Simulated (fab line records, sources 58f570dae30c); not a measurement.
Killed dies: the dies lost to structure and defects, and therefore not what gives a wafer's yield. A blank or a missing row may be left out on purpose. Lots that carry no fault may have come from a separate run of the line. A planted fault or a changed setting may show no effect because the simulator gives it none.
What tool caused it? | flow berkeley cmos170 | 42 wafers from 14 lots sampled at 4 of the route's 331 steps

WHAT THE GAUGES READ, wafer by wafer
UCB170_NSD_TW_MEAS_10. Usual: NSD_TW 4196, standard deviation 30.
lot  | measured     | on            | NSD_TW         | flag
L708 | day 7 14:50  | film metro-02 | 4223 4193 4212 |
L711 | day 7 14:59  | film metro-04 | 4180 4197 4195 |
L710 | day 7 15:22  | film metro-02 | 4241 4198 4238 |
L709 | day 7 15:29  | film metro-04 | 4181 4193 4163 |
L716 | day 8 04:14  | film metro-04 | 4125 4143 4130 |
L718 | day 9 06:18  | film metro-02 | 4196 4208 4193 |
L719 | day 9 10:56  | film metro-03 | 4199 4194 4184 |
L724 | day 9 22:51  | film metro-02 | 4207 4215 4221 |
L721 | day 9 22:58  | film metro-04 | 4160 4162 4171 |
L722 | day 10 06:32 | film metro-04 | 4146 4157 4168 |
L730 | day 11 07:51 | film metro-04 | 4139 4165 4138 |
L726 | day 11 07:56 | film metro-03 | 4222 4231 4241 |
L727 | day 11 09:01 | film metro-02 | 4206 4202 4214 |
L728 | day 11 09:04 | film metro-04 | 4159 4144 4158 |

UCB170_V1_CD_MEAS_12 targets a cd of 700 nm. Usual: 699.8 nm for cd nm, sd 1.3.
lot  | measured     | on        | cd nm (nm)        | flag
L708 | day 8 07:53  | cd sem-01 | 700.5 700.5 700.6 |
L711 | day 8 07:16  | cd sem-02 | 698.2 697.6 698.6 |
L710 | day 8 08:11  | cd sem-02 | 699.2 700.1 700.2 |
L709 | day 8 08:18  | cd sem-01 | 699.0 700.1 700.3 |
L716 | day 9 05:19  | cd sem-02 | 699.5 700.4 699.0 |
L718 | day 10 03:01 | cd sem-01 | 700.7 700.8 700.7 |
L719 | day 10 03:44 | cd sem-01 | 699.8 702.0 700.9 |
L724 | day 10 18:28 | cd sem-02 | 702.4 703.1 701.1 |
L721 | day 10 18:05 | cd sem-02 | 700.6 699.3 699.7 |
L722 | day 10 21:59 | cd sem-02 | 699.5 698.8 699.7 |
L730 | day 12 01:26 | cd sem-01 | 697.3 698.3 698.1 |
L726 | day 11 21:07 | cd sem-01 | 700.7 700.4 699.2 |
L727 | day 12 01:41 | cd sem-02 | 696.6 697.5 697.6 |
L728 | day 12 01:52 | cd sem-02 | 698.5 698.1 697.9 |

TOOL THAT RAN EACH LOT (tool first, then ch and the chambers of the sampled wafers, then the start)
lot  | UCB170_SDANNEAL_RTA_00           | UCB170_M1_METAL_ETCH_12
L708 | rtp anneal-01 ch 0, day 7 16:28  | rie metal-02 ch 0,1, day 8 00:40
L711 | rtp anneal-02 ch 0, day 7 16:37  | rie metal-01 ch 0,1, day 8 00:18
L710 | rtp anneal-01 ch 0, day 7 16:37  | rie metal-03 ch 0,1, day 8 00:28
L709 | rtp anneal-01 ch 0, day 7 16:56  | rie metal-01 ch 0,1, day 8 02:02
L716 | rtp anneal-02 ch 0, day 8 05:11  | rie metal-03 ch 0,1, day 8 21:34
L718 | rtp anneal-02 ch 0, day 9 07:22  | rie metal-02 ch 0,1, day 9 15:19
L719 | rtp anneal-01 ch 0, day 9 11:57  | rie metal-03 ch 1, day 9 18:43
L724 | rtp anneal-02 ch 0, day 10 01:34 | rie metal-01 ch 0,1, day 10 10:03
L721 | rtp anneal-02 ch 0, day 10 01:59 | rie metal-02 ch 0,1, day 10 09:34
L722 | rtp anneal-01 ch 0, day 10 07:33 | rie metal-02 ch 0,1, day 10 15:26
L730 | rtp anneal-01 ch 0, day 11 09:31 | rie metal-02 ch 0,1, day 11 18:13
L726 | rtp anneal-02 ch 0, day 11 09:40 | rie metal-01 ch 0,1, day 11 16:44
L727 | rtp anneal-01 ch 0, day 11 10:38 | rie metal-02 ch 0,1, day 11 19:40
L728 | rtp anneal-02 ch 0, day 11 11:05 | rie metal-01 ch 0,1, day 11 19:19
- UCB170_SDANNEAL_RTA_00: time 10 s.
- UCB170_M1_METAL_ETCH_12: etches Al in Cl2/BCl3, stops on PSG, target depth 780 nm, time 130 s.

AS READ BY THE TOOLS THEMSELVES (means over the sampled wafers that have a number; for cases with no such wafer, the mark the record gives instead)
UCB170_SDANNEAL_RTA_00. Usual: lamp power pct 24.1 %, standard deviation 2.5; wafer_temp_C_max 904.4, standard deviation 1.8.
lot  | tool          | lamp power pct (%) | wafer_temp_C_max | flag
L708 | rtp anneal-01 | 26.2               | 904.9            |
L711 | rtp anneal-02 | 21.1               | 902.4            |
L710 | rtp anneal-01 | 26.2               | 905.6            |
L709 | rtp anneal-01 | 26.2               | 906.0            |
L716 | rtp anneal-02 | 21.1               | 902.7            |
L718 | rtp anneal-02 | 21.1               | 903.0            |
L719 | rtp anneal-01 | 26.2               | 907.5            |
L724 | rtp anneal-02 | 21.1               | 902.4            |
L721 | rtp anneal-02 | 21.1               | 902.2            |
L722 | rtp anneal-01 | 26.2               | 906.1            |
L730 | rtp anneal-01 | 26.2               | 904.9            |
L726 | rtp anneal-02 | 21.1               | 902.6            |
L727 | rtp anneal-01 | 26.2               | 907.1            |
L728 | rtp anneal-02 | 21.1               | 902.6            |

UCB170_M1_METAL_ETCH_12. Usual: bias w 119.9 W, standard deviation 0.36; drypump motor current A 5.6 A, standard deviation 0.39; oes product au 0.846 a.u., standard deviation 0.012; throttle valve pct 24.44 %, standard deviation 0.15.
lot  | tool         | bias w (W) | drypump motor current A (A) | oes product au (a.u.) | throttle valve pct (%) | flag
L708 | rie metal-02 | 119.8      | 5.7                         | 0.850                 | 24.47                  |
L711 | rie metal-01 | 119.9      | 5.3                         | 0.848                 | 24.52                  |
L710 | rie metal-03 | 120.0      | 5.4                         | 0.849                 | 24.31                  |
L709 | rie metal-01 | 120.0      | 5.8                         | 0.851                 | 24.42                  |
L716 | rie metal-03 | 126.1      | 5.4                         | 0.852                 | 24.44                  | OFF
L718 | rie metal-02 | 119.6      | 5.7                         | 0.842                 | 24.41                  |
L719 | rie metal-03 | 129.6      | 5.4                         | 0.860                 | 24.57                  | OFF
L724 | rie metal-01 | 119.7      | 5.7                         | 0.836                 | 24.49                  |
L721 | rie metal-02 | 120.2      | 5.7                         | 0.843                 | 24.41                  |
L722 | rie metal-02 | 120.0      | 5.7                         | 0.850                 | 24.46                  |
L730 | rie metal-02 | 120.1      | 5.7                         | 0.842                 | 24.42                  |
L726 | rie metal-01 | 119.9      | 5.7                         | 0.836                 | 24.49                  |
L727 | rie metal-02 | 119.6      | 5.7                         | 0.853                 | 24.42                  |
L728 | rie metal-01 | 119.8      | 5.3                         | 0.845                 | 24.54                  |

THE ANSWER, worked out from the rows above alone
Rule: take the mean of a lot's wafers that have a number; if it is more than 3 standard deviations from the usual mean, the lot is off. Also off: a lot with no number at a reading for which 4 or more lots have one. The other lots that the step has rows for count as sound. First the gauges in route order, then the tools' own readings, where a lot's mean is used as printed above. The first step at which some lot is off is used, and at that step the reading that is off furthest; a lot without a number counts as furthest.
Off at UCB170_M1_METAL_ETCH_12 (bias w): L716, L719.
If a tool, at that step or one of the process steps before it, ran each lot that is off and ran no sound lot following the first of them, it fits. One candidate fits, namely rie metal-03 at UCB170_M1_METAL_ETCH_12. Its last sound lot is L710 (day 8 00:28), its first lot that is off L716 (day 8 21:34): a fault that began between those two fits.
On the lots that are off, the tool's own readings at UCB170_M1_METAL_ETCH_12 differ by more than 5 times the standard deviation of the sound lots' means, which bears it out; bias w reads 127.8 W there versus 119.9 W on the sound lots.

WHAT WAS PUT IN BY THE SIMULATOR
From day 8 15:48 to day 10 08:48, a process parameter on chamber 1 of rie metal-03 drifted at UCB170_M1_METAL_ETCH_12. From 120, the setting bias w moved by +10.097. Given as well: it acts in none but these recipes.
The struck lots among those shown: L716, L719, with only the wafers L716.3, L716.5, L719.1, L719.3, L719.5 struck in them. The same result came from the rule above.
